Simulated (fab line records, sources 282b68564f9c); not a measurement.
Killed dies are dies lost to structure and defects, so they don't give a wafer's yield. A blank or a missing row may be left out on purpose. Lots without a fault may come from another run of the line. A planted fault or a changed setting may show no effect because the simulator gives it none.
Split-lot experiment | flow rit_cmos | 5 lots, 27 wafers read, on a route of 202 steps

THE SPLIT
At RIT_FOX2_OXIDATION_00 (target thk 350.7 nm, ox time 1130 s), the setting ox_time_s was moved away from the recipe's 1130 s on 12 of the 27 wafers read, by -22.7% to +42.0%. The other wafers ran this setting at the recipe's value.

FROM THE SPLIT TO THE READING: what the file shows between them, 8 steps
- RIT_FOX2_THK_MEAS_01
- RIT_FOX2_CLEAN_02: cleans in dHF, time 180 s
- RIT_FOX2_WET_ETCH_03: etches Si3N4 in H3PO4, target depth 195 nm, time 2700 s
- RIT_FOX2_THK_MEAS_90
- RIT_NRETRO_DEVELOP_05: develop time 68 s (also split here: develop_time_s)
- RIT_NRETRO_HARDBAKE_07: time 120 s
- RIT_GATE_CLEAN_03: cleans in SC2, time 600 s
- RIT_GATE_CLEAN_04: cleans in dHF, time 60 s

THE READING
FIELD_OXIDE_LEFT_2_THK, in nm, at RIT_FOX2_THK_MEAS_91. Fault-free wafers of this fab line usually give 257 nm, standard deviation 6.2 nm.

wafer  | tool, chamber at the split | ox_time_s as run, s | against the recipe | FIELD_OXIDE_LEFT_2_THK, nm | against lot-mates on the recipe
L077.2 | furnace-04, 0              | 1130                | recipe             | 249                        | -
L077.3 | furnace-04, 0              | 1130                | recipe             | 255                        | -
L077.6 | furnace-04, 0              | 1130                | recipe             | 254                        | -
L078.1 | -, -                       | 1130                | recipe             | 263                        | -
L078.2 | -, -                       | 1130                | recipe             | 260                        | -
L078.3 | -, -                       | 1130                | recipe             | 259                        | -
L078.4 | -, -                       | 1130                | recipe             | 265                        | -
L078.5 | -, -                       | 1130                | recipe             | 261                        | -
L078.6 | -, -                       | 1130                | recipe             | 264                        | -
L080.1 | -, -                       | 1130                | recipe             | 251                        | -
L080.2 | -, -                       | 1130                | recipe             | 256                        | -
L080.3 | -, -                       | 1130                | recipe             | 258                        | -
L080.4 | -, -                       | 1130                | recipe             | 251                        | -
L080.5 | -, -                       | 1130                | recipe             | 253                        | -
L080.6 | -, -                       | 1130                | recipe             | 249                        | -
L081.1 | -, -                       | 1605                | +42.0%             | 350                        | no lot-mate on the recipe
L081.2 | -, -                       | 1605                | +42.0%             | 338                        | no lot-mate on the recipe
L081.3 | -, -                       | 1605                | +42.0%             | 339                        | no lot-mate on the recipe
L081.4 | -, -                       | 1605                | +42.0%             | 341                        | no lot-mate on the recipe
L081.5 | -, -                       | 1605                | +42.0%             | 352                        | no lot-mate on the recipe
L081.6 | -, -                       | 1605                | +42.0%             | 346                        | no lot-mate on the recipe
L084.1 | -, -                       | 873.7               | -22.7%             | 208                        | no lot-mate on the recipe
L084.2 | -, -                       | 873.7               | -22.7%             | 204                        | no lot-mate on the recipe
L084.3 | -, -                       | 873.7               | -22.7%             | 200                        | no lot-mate on the recipe
L084.4 | -, -                       | 873.7               | -22.7%             | 205                        | no lot-mate on the recipe
L084.5 | -, -                       | 873.7               | -22.7%             | 209                        | no lot-mate on the recipe
L084.6 | -, -                       | 873.7               | -22.7%             | 201                        | no lot-mate on the recipe

THE FIT
A straight line over all 27 wafers: FIELD_OXIDE_LEFT_2_THK changes by +2.15 nm for each +1% of ox_time_s; r = +0.99; the points scatter about the line by 5.3 nm.
Too few moved wafers have a lot-mate on the recipe to fit a line with each lot's own level taken away.

THE WHOLE CHAIN: every reading that the file lists as answering this split, in the file's order
step                  | what it does                        | reading                                                                           | change (the file's fit)              | r (the file's)
RIT_FOX2_OXIDATION_00 | target thk 350.7 nm, ox time 1130 s | SiO2_of_FOX2_OXIDATION_00.thk_nm (the simulator's own value, which no gauge read) | +2.14 nm for each +1% of the setting | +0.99
RIT_FOX2_OXIDATION_00 | target thk 350.7 nm, ox time 1130 s | Si3N4_of_ACTIVE_CVD_03.thk_nm (the simulator's own value, which no gauge read)    | -0.06 nm for each +1% of the setting | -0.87
RIT_FOX2_THK_MEAS_01  |                                     | FOX2_OXIDE_THK                                                                    | +2.14 for each +1% of the setting    | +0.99
RIT_FOX2_THK_MEAS_90  |                                     | FIELD_OXIDE_LEFT_1_THK                                                            | +2.13 for each +1% of the setting    | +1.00
RIT_FOX2_THK_MEAS_91  |                                     | FIELD_OXIDE_LEFT_2_THK                                                            | +2.14 for each +1% of the setting    | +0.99
RIT_M1_PROBE_99       |                                     | etest.nldd.width_nm (the simulator's own value, which no gauge read)              | -3.69 nm for each +1% of the setting | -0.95
RIT_M1_PROBE_99       |                                     | etest.pwell.rs_ohm_sq (the simulator's own value, which no gauge read)            | +0.626 for each +1% of the setting   | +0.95

THE FILE'S OWN FIT
FIELD_OXIDE_LEFT_2_THK changes by +2.14 nm for each +1% of ox_time_s, r = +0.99.
